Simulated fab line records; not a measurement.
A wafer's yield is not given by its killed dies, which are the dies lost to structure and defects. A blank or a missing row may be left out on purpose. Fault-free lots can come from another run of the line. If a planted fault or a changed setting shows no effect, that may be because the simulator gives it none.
Which of the tools did it? | flow berkeleyCmos170 | 6 lots, 18 wafers sampled, at 2 steps of a route of 331

## WHAT THE GAUGES SHOWED, per wafer
UCB170_WELLDRIVE_THK_MEAS_02.
lot  | measured    | on           | WELLDRIVE_OXIDE_THK (nm)
L228 | day 3 22:51 | filmMetro-02 | 193.6 194.4 191.8
L230 | day 4 05:29 | filmMetro-04 | 198.6 197.3 199.8
L240 | day 6 10:50 | filmMetro-02 | 192.8 193.8 189.7
L245 | day 7 08:07 | filmMetro-02 | 195.1 193.0 189.4
L247 | day 7 14:40 | filmMetro-03 | 198.2 196.6 197.0
L248 | day 8 10:26 | filmMetro-03 | 195.6 195.1 193.7

## TOOL THAT RAN EACH LOT (tool first, then ch and the chambers of the sampled wafers, then the start)
lot  | UCB170_WELLDRIVE_OXIDATION_01
L228 | furnace-01 ch 0, day 3 18:40
L230 | furnace-04 ch 0, day 4 01:59
L240 | furnace-04 ch 0, day 6 07:20
L245 | furnace-01 ch 0, day 7 04:36
L247 | furnace-04 ch 0, day 7 11:09
L248 | furnace-04 ch 0, day 8 06:55
- UCB170_WELLDRIVE_OXIDATION_01: target thk 199 nm, ox time 8701 s.

## THE ANSWER, worked out from the rows above alone
Rule: the lots themselves supply what counts as usual. The widest of any qualifying gaps counts: lots, ordered by their means at a reading, are off when they make up no more than a third of the lots, leave a main group of 4 or more, and stand apart from it by 3 or more times the standard deviation of that group's means. If all means in a main group match to the digits the tables above print for the reading, that group is not used. A lot without any number at a reading at which 4 lots or more have one is off too. Any other lot the step has rows for is counted as sound.
No lot is off on any of the readings shown, so nothing can be concluded from this.

## WHAT THE SIMULATOR HAD PUT IN
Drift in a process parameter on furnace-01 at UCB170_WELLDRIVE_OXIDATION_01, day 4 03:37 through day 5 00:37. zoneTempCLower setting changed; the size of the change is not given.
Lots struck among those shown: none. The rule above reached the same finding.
